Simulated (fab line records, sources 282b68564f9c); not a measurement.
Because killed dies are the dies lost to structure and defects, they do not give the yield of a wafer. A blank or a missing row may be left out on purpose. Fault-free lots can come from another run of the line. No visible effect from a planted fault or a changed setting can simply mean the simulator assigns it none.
Which tool was responsible? || flow rit_cmos || 7 lots, 21 wafers sampled, at 3 steps of a route of 202

## WHAT THE GAUGES SHOWED, per wafer
RIT_GATE_CD_MEAS_16 targets a cd of 150 nm.
{"lot": "L666", "measured": "day 2 17:05", "on": "cd_sem-01", "cd_nm (nm)": "146.1 147.4 148.5"}
{"lot": "L668", "measured": "day 3 05:05", "on": "cd_sem-01", "cd_nm (nm)": "150.3 147.9 147.4"}
{"lot": "L670", "measured": "day 3 14:38", "on": "cd_sem-02", "cd_nm (nm)": "150.7 150.2 150.9"}
{"lot": "L672", "measured": "day 4 01:38", "on": "cd_sem-01", "cd_nm (nm)": "150.4 150.8 151.3"}
{"lot": "L675", "measured": "day 5 01:17", "on": "cd_sem-02", "cd_nm (nm)": "314.0 313.9 313.0"}
{"lot": "L684", "measured": "day 6 14:24", "on": "cd_sem-01", "cd_nm (nm)": "150.8 149.1 148.9"}
{"lot": "L687", "measured": "day 7 03:26", "on": "cd_sem-02", "cd_nm (nm)": "147.8 152.8 147.8"}

## WHICH TOOL RAN EACH LOT (tool, then ch and the chambers of the sampled wafers, then the start)
{"lot": "L666", "RIT_NRETRO_STRIP_09": "plasma_asher-04 ch 0,1, day 2 10:19", "RIT_GATE_EXPOSE_13": "iline_stepper-02 ch 0, day 2 16:41"}
{"lot": "L668", "RIT_NRETRO_STRIP_09": "plasma_asher-01 ch 0,1, day 2 21:51", "RIT_GATE_EXPOSE_13": "iline_stepper-01 ch 0, day 3 04:41"}
{"lot": "L670", "RIT_NRETRO_STRIP_09": "plasma_asher-01 ch 0,1, day 3 06:52", "RIT_GATE_EXPOSE_13": "iline_stepper-02 ch 0, day 3 14:14"}
{"lot": "L672", "RIT_NRETRO_STRIP_09": "plasma_asher-04 ch 0,1, day 3 18:07", "RIT_GATE_EXPOSE_13": "iline_stepper-01 ch 0, day 4 01:14"}
{"lot": "L675", "RIT_NRETRO_STRIP_09": "plasma_asher-04 ch 0, day 4 11:53", "RIT_GATE_EXPOSE_13": "iline_stepper-01 ch 0, day 5 00:53"}
{"lot": "L684", "RIT_NRETRO_STRIP_09": "plasma_asher-01 ch 0,1, day 6 07:11", "RIT_GATE_EXPOSE_13": "iline_stepper-02 ch 0, day 6 13:59"}
{"lot": "L687", "RIT_NRETRO_STRIP_09": "plasma_asher-04 ch 0,1, day 6 21:15", "RIT_GATE_EXPOSE_13": "iline_stepper-02 ch 0, day 7 03:02"}
- RIT_NRETRO_STRIP_09: strips in O2, time 180 s.
- RIT_GATE_EXPOSE_13: exposes mask M6, target cd 150 nm.

## THE ANSWER, worked out from the rows above alone
Rule: usual is defined by the lots themselves. Put in order of their means at a reading, lots are off if they are a third of the lots or fewer, leave a main group of 4 or more, and stand apart from it by a gap of 3 or more times the standard deviation of the main group's means; of several such gaps the widest counts. A main group whose means are all the same, to the digits that the tables above print for the reading, isn't used. A lot without any number at a reading at which 4 lots or more have one is off too. All remaining lots with rows at the step are treated as sound.
Off: L675 (RIT_GATE_CD_MEAS_16, cd_nm). For the main group the mean is 149.4 nm and the standard deviation 1.2.
A tool fits if, at a process step before that reading, it ran every lot that is off, and no sound lot after the first of them. Gauges at RIT_GATE_CD_MEAS_16: tried the same way as those tools. One fits: RIT_GATE_EXPOSE_13 on iline_stepper-01. Its last sound lot is L672 (day 4 01:14), its first lot that is off L675 (day 5 00:53): a fault that began between those two fits.

## WHAT HAD BEEN PUT IN BY THE SIMULATOR
Drift in process parameters on iline_stepper-01 at RIT_GATE_EXPOSE_13, starting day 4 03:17. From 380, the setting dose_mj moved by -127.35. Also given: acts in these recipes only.
Struck lots among those shown: L675. This agrees with what the rule above found.
